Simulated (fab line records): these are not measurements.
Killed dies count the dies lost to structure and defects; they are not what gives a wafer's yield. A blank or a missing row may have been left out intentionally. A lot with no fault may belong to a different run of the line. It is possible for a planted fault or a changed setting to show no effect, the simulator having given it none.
fab line records -- flow ritCmos
record: lots: 13, wafers: 39, lastDay: 8
route steps=202 shown CONTACT@173
lots untouched by any fault: they come from a run of this same line in which no faults occurred
startH: start of the lot's first displayed wafer, in hours after the record's first day -- waitH: hours since the lot's step before -- " repeats the value in the row above -- L1.1+2: a row that stands for several wafers -- - no value, or no start was given -- * or withheld: withheld -- < > ~ a bound
route shown NAME@n: a module of which the file shows steps, and the number in the route of the first -- usual: mean and standard deviation over wafers with no fault -- same: alike in all rows -- chamber/n: place in a boat -- sites: each site's reading -- _std_site: their standard deviation -- _edge_site: outer sites' mean less inner sites' -- radiusMm: how far each site lies from the wafer's centre -- mask NAME#n: copy n -- behind: the most recent tool/chamber to have shaped the wafer -- hold: why the lot went on hold/how many hours it stayed there/how the hold came to an end -- device: whichever transistor did not switch (one of n, p or np) -- end of line: the tests these same wafers got at the end of their route -- a step with no rows: only its recipe -- killed: count of dies lost to structure and defects at first sort (not the wafer's yield) -- map: per-die view of a wafer (x killed, . not killed, _ where there is no die)
set.NAME: the setting as run; set.NAME@STEP: as run at that earlier step -- model.NAME: the simulator's own value behind a step, which no gauge read
route steps across a sampled set of lots; one table per step, one row per wafer
services: when a tool's chamber went out of use (startH, in hours from the record's first day, below 0 if earlier), for how many hours, and the reason
== steps ==
step: RIT_CONTACT_EXPOSE_05
recipe: maskId: M11, na: 0.6, sourceShape: conventional, sigmaOuter: 0.5, targetCdNm: 1000, doseMj: 250
lot.wafer,tool,chamber,startH,waitH,mask
L249.2+3+4,ilineStepper-01,0,51.93,0.1,M11#0
L250.2+3+6,ilineStepper-01,0,58.14,0.1,M11#0
L251.1+2+6,ilineStepper-02,0,65.10,0.2,M11#0
L253.1+4+5,ilineStepper-01,0,74.24,0.1,M11#0
L254.1+3+6,ilineStepper-01,0,77.00,0.1,M11#0
L256.1+4+6,ilineStepper-01,0,85.75,0.2,M11_R1#0
L265.1+2+5,ilineStepper-01,0,135.73,0.2,M11#0
L266.3+4+6,ilineStepper-02,0,139.72,0.2,M11#0
L267.1+3+5,ilineStepper-02,0,153.67,0.1,M11#0
L269.2+3+5,ilineStepper-02,0,157.24,0.1,M11#0
L270.1+4+5,ilineStepper-01,0,166.93,0.2,M11#0
L271.1+4+6,ilineStepper-01,0,169.18,0.2,M11#0
L272.1+2+6,ilineStepper-02,0,180.80,0.2,M11#0
step: RIT_CONTACT_CD_MEAS_08
recipe: targetCdNm: 1000
usual: cdNm: 999.9/1.7
lot.wafer,tool,chamber,startH,waitH,cdNm
L249.2,cdSem-02,-,52.44,-,1000.4
L249.3,cdSem-02,-,52.44,-,999.5
L249.4,cdSem-02,-,52.44,-,1000.0
L250.2,cdSem-01,-,58.65,-,1003.1
L250.3,cdSem-01,-,58.65,-,1000.5
L250.6,cdSem-01,-,58.65,-,1000.7
L251.1,cdSem-01,-,65.62,-,1002.0
L251.2,cdSem-01,-,65.62,-,999.7
L251.6,cdSem-01,-,65.62,-,1001.5
L253.1,cdSem-02,-,74.75,-,1001.3
L253.4,cdSem-02,-,74.75,-,1000.6
L253.5,cdSem-02,-,74.75,-,1000.2
L254.1,cdSem-02,-,77.71,-,998.0
L254.3,cdSem-02,-,77.71,-,998.6
L254.6,cdSem-02,-,77.71,-,999.8
L256.1,cdSem-01,-,86.27,-,1148.5
L256.4,cdSem-01,-,86.27,-,1146.3
L256.6,cdSem-01,-,86.27,-,1146.4
L265.1,cdSem-02,-,136.25,-,998.6
L265.2,cdSem-02,-,136.25,-,1001.2
L265.5,cdSem-02,-,136.25,-,999.3
L266.3,cdSem-02,-,140.24,-,997.4
L266.4,cdSem-02,-,140.24,-,998.2
L266.6,cdSem-02,-,140.24,-,995.2
L267.1,cdSem-02,-,154.32,-,1003.3
L267.3,cdSem-02,-,154.32,-,1002.9
L267.5,cdSem-02,-,154.32,-,1001.9
L269.2,cdSem-02,-,157.76,-,1000.1
L269.3,cdSem-02,-,157.76,-,999.5
L269.5,cdSem-02,-,157.76,-,999.9
L270.1,cdSem-02,-,167.45,-,1001.9
L270.4,cdSem-02,-,167.45,-,1000.9
L270.5,cdSem-02,-,167.45,-,1000.0
L271.1,cdSem-01,-,170.01,-,999.1
L271.4,cdSem-01,-,170.01,-,999.4
L271.6,cdSem-01,-,170.01,-,998.3
L272.1,cdSem-02,-,181.50,-,998.9
L272.2,cdSem-02,-,181.50,-,999.9
L272.6,cdSem-02,-,181.50,-,999.6
== services ==
tool,chamber,startH,hours,kind
ilineStepper-01,-,58.87,1.7,pm
ilineStepper-02,-,67.08,4.4,pm
ilineStepper-01,-,89.14,1.5,repair
ilineStepper-01,0,108.09,-,calibration
ilineStepper-02,-,145.04,2.1,pm
ilineStepper-02,-,147.12,-,consumableReplace:lamp
ilineStepper-02,0,149.29,-,calibration
ilineStepper-02,-,167.85,6.7,repair
== key ==
firstSign: step: RIT_CONTACT_EXPOSE_05, reading: mask, direction: changed
effect: step: RIT_CONTACT_CD_MEAS_08, reading: cdNm, direction: up, sigmas: 89, usual: 999.9, struck: 1147.0
metAt RIT_CONTACT_EXPOSE_05
struckLots L256
sortLeftOut L256.1,L256.4,L256.6
testerLeftOut L256
onsetBetween 77.00 85.75
fault: kind: wrongMask, tool: any, chamber: -, onsetH: 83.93, steps: RIT_CONTACT_EXPOSE_05, auxCopy: M11_R1#0, cdOffsetNm: 150, scope: struckLotsOnly
testerLeftOut: of these lots the tester's yield and bins aren't shown, on N5 and GAA mostly nor the transistor test; their killed dies are dies lost to structure and defects alone, not to doping, threshold or leakage, so they don't give the yield
sortLeftOut: the simulated sort isn't trusted on such a fault, so these wafers' sort isn't shown, and their yield isn't known
